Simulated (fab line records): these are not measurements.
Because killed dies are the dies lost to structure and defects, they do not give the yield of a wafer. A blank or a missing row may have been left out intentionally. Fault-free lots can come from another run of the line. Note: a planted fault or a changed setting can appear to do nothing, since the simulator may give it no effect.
Chamber matching	flow berkeley-cmos170	4 sister chambers for UCB170_V1_ETCH_14 on rie-diel-04
The step etches SiO2 in CHF3/CF4/Ar, stops on Al, target depth 1250 nm, time 291 s. 4 wafers are shown with their chamber, then 7 later ones without.

== WAFERS WITH THEIR CHAMBER ==
wafer	chamber	drypump-motor-current-A (A)
L996.4	1	5.6
L998.6	2	5.1
L103.3	3	6.0
L103.4	0	5.7

== WAFERS WITH NO CHAMBER GIVEN ==
wafer	drypump-motor-current-A (A)
L103.6	5.7
L110.4	5.6
L110.5	5.7
L110.6	6.0
L109.1	5.5
L109.4	6.0
L109.5	5.5

== EACH ONE'S CHAMBER ==
wafer	from the rows above	in truth
L103.6	can't be placed: 0 or 1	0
L110.4	can't be placed: 1 or 0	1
L110.5	can't be placed: 0 or 1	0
L110.6	3	3
L109.1	can't be placed: 1 or 0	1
L109.4	3	3
L109.5	can't be placed: 1 or 0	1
Correctly placed: 2 of 7. Not placeable from these rows: 5 (in 5, the candidates include the true chamber). 0 placed wrongly.
How it was worked out, from the rows above alone: a wafer's distance from a chamber is the root of the sum, over the readings, of the square of ((its reading less the chamber's mean) divided by the reading's scatter). The wafer belongs to the nearest chamber; if the next one is less than 2 further off, it can't be placed. The mean given for a chamber averages the wafers shown for that chamber. The scatter (one wafer shown for each chamber): square how far every hidden wafer sits from the nearest shown wafer, average those squares and take the square root.
